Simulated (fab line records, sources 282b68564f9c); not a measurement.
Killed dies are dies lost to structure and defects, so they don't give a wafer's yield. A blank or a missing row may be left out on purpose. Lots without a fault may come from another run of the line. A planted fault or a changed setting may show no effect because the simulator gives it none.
Which tool did it? | flow rit_cmos | 6 lots, 18 wafers sampled, at 5 steps of a route of 202

WHAT THE GAUGES READ, wafer by wafer
RIT_SPACER_THK_MEAS_04.
lot  | measured    | on            | SPACER_NITRIDE_THK (nm)
L116 | day 3 20:08 | film_metro-03 | 252.5 250.4 254.0
L117 | day 4 02:11 | film_metro-03 | 248.9 249.1 249.3
L119 | day 4 12:49 | film_metro-04 | 248.6 246.6 248.0
L127 | day 5 16:22 | film_metro-03 | 255.3 263.0 269.3
L129 | day 6 02:40 | film_metro-02 | 247.5 250.1 248.5
L136 | day 7 17:29 | film_metro-02 | 249.4 250.5 249.4

WHICH TOOL RAN EACH LOT (tool, then ch and the chambers of the sampled wafers, then the start)
lot  | RIT_NRETRO_STRIP_09                 | RIT_GATE_STRIP_20                   | RIT_NLDD_STRIP_09                   | RIT_SPACER_CVD_03
L116 | plasma_asher-03 ch 0,1, day 2 18:31 | plasma_asher-01 ch 0,1, day 3 09:59 | plasma_asher-01 ch 0,1, day 3 15:42 | lpcvd-02 ch 1, day 3 18:13
L117 | plasma_asher-03 ch 0,1, day 3 03:53 | plasma_asher-02 ch 0,1, day 3 17:04 | plasma_asher-01 ch 0,1, day 3 21:32 | lpcvd-01 ch 1, day 4 00:16
L119 | plasma_asher-03 ch 0,1, day 3 17:35 | plasma_asher-02 ch 0,1, day 4 03:46 | plasma_asher-02 ch 0,1, day 4 08:55 | lpcvd-01 ch 0, day 4 10:52
L127 | plasma_asher-02 ch 0,1, day 4 23:55 | plasma_asher-01 ch 0, day 5 07:10   | plasma_asher-02 ch 0,1, day 5 12:19 | lpcvd-01 ch 1, day 5 14:28
L129 | plasma_asher-04 ch 0,1, day 5 10:01 | plasma_asher-02 ch 0,1, day 5 17:42 | plasma_asher-01 ch 0,1, day 5 22:34 | lpcvd-02 ch 0, day 6 00:44
L136 | plasma_asher-03 ch 0,1, day 7 00:26 | plasma_asher-02 ch 0,1, day 7 07:35 | plasma_asher-04 ch 0,1, day 7 12:35 | lpcvd-02 ch 0, day 7 14:35
- RIT_NRETRO_STRIP_09: strips in O2, time 180 s.
- RIT_GATE_STRIP_20: strips in O2, time 180 s.
- RIT_NLDD_STRIP_09: strips in O2, time 180 s.
- RIT_SPACER_CVD_03: deposits Si3N4 from SiH2Cl2/NH3, target thk 250 nm, time 3300 s.

THE ANSWER, worked out from the rows above alone
Rule: what is usual is taken from the lots themselves. Put in order of their means at a reading, lots are off if they are a third of the lots or fewer, leave a main group of 4 or more, and stand apart from it by a gap of 3 or more times the standard deviation of the main group's means; of several such gaps the widest counts. A main group whose means are all the same, to the digits that the tables above print for the reading, isn't used. A lot without any number at a reading at which 4 lots or more have one is off too. The other lots that the step has rows for count as sound.
Off: L127, at RIT_SPACER_THK_MEAS_04 (SPACER_NITRIDE_THK). The main group: mean 249.5 nm, standard deviation 1.5.
A tool fits if, at a process step before that reading, it ran every lot that is off, and no sound lot after the first of them. The gauges at RIT_SPACER_THK_MEAS_04 are tried like those tools. Can't be told from this: 4 tools fit, plasma_asher-02 at RIT_NRETRO_STRIP_09 and RIT_NLDD_STRIP_09, plasma_asher-01 at RIT_GATE_STRIP_20, lpcvd-01 at RIT_SPACER_CVD_03, film_metro-03 at RIT_SPACER_THK_MEAS_04.

WHAT THE SIMULATOR HAD PUT IN
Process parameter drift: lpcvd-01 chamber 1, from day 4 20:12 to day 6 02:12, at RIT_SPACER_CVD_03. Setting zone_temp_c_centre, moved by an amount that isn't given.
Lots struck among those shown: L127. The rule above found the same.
